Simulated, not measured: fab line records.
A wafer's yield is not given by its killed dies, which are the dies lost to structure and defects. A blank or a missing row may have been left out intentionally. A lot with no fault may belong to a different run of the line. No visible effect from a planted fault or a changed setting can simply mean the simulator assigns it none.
Matching of chambers :: flow berkeleyCmos170 :: UCB170_ZERO_ETCH_06 on rieDiel-03 has 4 sister chambers
The step etches SiO2 in CHF3/CF4/Ar, time 12 s. 4 wafers are shown with their chamber, then 9 later ones without.

WAFERS, EACH WITH ITS CHAMBER
wafer: L085.5
chamber: 2
throttleValvePct (%): 9.24

wafer: L090.1
chamber: 3
throttleValvePct (%): 9.43

wafer: L090.5
chamber: 1
throttleValvePct (%): 9.07

wafer: L090.6
chamber: 0
throttleValvePct (%): 9.47

WAFERS WHOSE CHAMBER IS MISSING
wafer: L091.3
throttleValvePct (%): 9.23

wafer: L091.4
throttleValvePct (%): 9.09

wafer: L091.5
throttleValvePct (%): 9.46

wafer: L094.1
throttleValvePct (%): 9.08

wafer: L094.4
throttleValvePct (%): 9.24

wafer: L094.6
throttleValvePct (%): 9.24

wafer: L097.1
throttleValvePct (%): 9.45

wafer: L097.2
throttleValvePct (%): 9.48

wafer: L097.6
throttleValvePct (%): 9.23

WHICH CHAMBER EACH WENT THROUGH
wafer: L091.3
from the rows above: 2
in truth: 2

wafer: L091.4
from the rows above: 1
in truth: 1

wafer: L091.5
from the rows above: can't be placed: 0 or 3
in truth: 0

wafer: L094.1
from the rows above: 1
in truth: 1

wafer: L094.4
from the rows above: 2
in truth: 2

wafer: L094.6
from the rows above: 2
in truth: 2

wafer: L097.1
from the rows above: can't be placed: 3 or 0
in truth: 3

wafer: L097.2
from the rows above: 0
in truth: 0

wafer: L097.6
from the rows above: 2
in truth: 2
Placed correctly: 7 of 9. From these rows, 2 cannot be placed; in 2 the true chamber is one of the candidates. Number placed wrongly: 0.
How it was worked out, from the rows above alone: a wafer's distance from a chamber is the root of the sum, over the readings, of the square of ((its reading less the chamber's mean) divided by the reading's scatter). The wafer belongs to the nearest chamber; if the next one is less than 2 further off, it can't be placed. For every chamber, the mean is computed from those of its wafers that are shown. The scatter: root of mean squared gap, hidden wafer to nearest shown wafer, with one shown wafer a chamber.
